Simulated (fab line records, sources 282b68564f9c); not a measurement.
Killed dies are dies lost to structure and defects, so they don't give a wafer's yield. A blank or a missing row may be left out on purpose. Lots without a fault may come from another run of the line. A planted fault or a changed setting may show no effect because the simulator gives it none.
Tool commonality check | flow rit_cmos | 13 lots, 39 wafers sampled

WHY IT WAS OPENED
At RIT_GATE_CD_MEAS_16 the reading cd_nm is flagged on 1 of 13 lots. Wafers without a fault read 149.6 nm, standard deviation 2.5.
Rule: a lot is flagged when every wafer of it that has a number lies more than 4 standard deviations from that mean, or none has a number. The other lots count as sound.

lot  | measured    | on        | cd_nm (nm), wafer by wafer | flag
L712 | day 2 21:47 | cd_sem-01 | 154.7 154.3 151.5          |
L713 | day 3 03:17 | cd_sem-01 | 148.9 149.3 149.5          |
L714 | day 3 03:34 | cd_sem-02 | 148.7 146.5 145.3          |
L715 | day 3 10:50 | cd_sem-01 | 152.1 152.9 152.7          |
L716 | day 3 11:00 | cd_sem-02 | 152.4 152.5 151.4          |
L717 | day 3 14:35 | cd_sem-02 | 149.2 149.5 150.6          |
L719 | day 4 03:18 | cd_sem-01 | 150.8 150.1 148.9          |
L720 | day 4 06:33 | cd_sem-02 | 148.6 147.9 149.6          |
L722 | day 4 19:11 | cd_sem-01 | 150.5 148.1 148.0          |
L723 | day 5 07:08 | cd_sem-01 | 149.3 148.6 149.3          |
L725 | day 5 07:50 | cd_sem-01 | 148.2 148.5 147.9          |
L726 | day 5 15:17 | cd_sem-02 | 163.2 163.9 164.6          | FLAGGED
L727 | day 5 21:25 | cd_sem-01 | 149.2 151.1 150.2          |
The numbers of the flagged lots are 163.9 nm on average: +14.3 nm against the usual, or +6 standard deviations.

WHICH TOOL RAN EACH LOT
The record holds 1 process step before the reading, out of a route of 202 steps. In each cell: the tool, then ch and the chambers that the sampled wafers went through, then the start.
lot  | flag    | RIT_GATE_EXPOSE_13
L712 |         | iline_stepper-02 ch 0, day 2 21:14
L713 |         | iline_stepper-02 ch 0, day 3 02:53
L714 |         | iline_stepper-02 ch 0, day 3 03:01
L715 |         | iline_stepper-01 ch 0, day 3 10:25
L716 |         | iline_stepper-02 ch 0, day 3 10:36
L717 |         | iline_stepper-02 ch 0, day 3 14:11
L719 |         | iline_stepper-02 ch 0, day 4 02:54
L720 |         | iline_stepper-02 ch 0, day 4 06:09
L722 |         | iline_stepper-02 ch 0, day 4 18:47
L723 |         | iline_stepper-02 ch 0, day 5 06:44
L725 |         | iline_stepper-01 ch 0, day 5 07:25
L726 | FLAGGED | iline_stepper-02 ch 0, day 5 14:53
L727 |         | iline_stepper-01 ch 0, day 5 21:01
What these steps do:
- RIT_GATE_EXPOSE_13: exposes mask M6, target cd 150 nm.
- RIT_GATE_CD_MEAS_16: target cd 150 nm.

FLAGGED OVER TOTAL, TOOL BY TOOL (the gauges that took the reading come last)
step                | tool             | lots run | flagged | share of the flagged lots | sound lots run after its first flagged lot
RIT_GATE_EXPOSE_13  | iline_stepper-01 | 3        | 0       | none                      | -
RIT_GATE_EXPOSE_13  | iline_stepper-02 | 10       | 1       | all                       | 0
RIT_GATE_CD_MEAS_16 | cd_sem-01        | 8        | 0       | none                      | -
RIT_GATE_CD_MEAS_16 | cd_sem-02        | 5        | 1       | all                       | 0

WHAT THE TABLE ALLOWS
2 rows of the table ran every flagged lot: iline_stepper-02 at RIT_GATE_EXPOSE_13, cd_sem-02 at RIT_GATE_CD_MEAS_16.
- iline_stepper-02 at RIT_GATE_EXPOSE_13: 1 of its 10 lots flagged. Its last sound lot is L723 (day 5 06:44), its first flagged lot L726 (day 5 14:53): a fault that began between those two fits.
- cd_sem-02 at RIT_GATE_CD_MEAS_16: 1 of its 5 lots flagged. Its last sound lot is L720 (day 4 06:33), its first flagged lot L726 (day 5 15:17): a fault that began between those two fits.
Counting lots can't tell these 2 tools apart, because each fits a fault that began at some hour. More lots, or a look at what each step does to the wafer, might.

WHAT THE SIMULATOR HAD PUT IN
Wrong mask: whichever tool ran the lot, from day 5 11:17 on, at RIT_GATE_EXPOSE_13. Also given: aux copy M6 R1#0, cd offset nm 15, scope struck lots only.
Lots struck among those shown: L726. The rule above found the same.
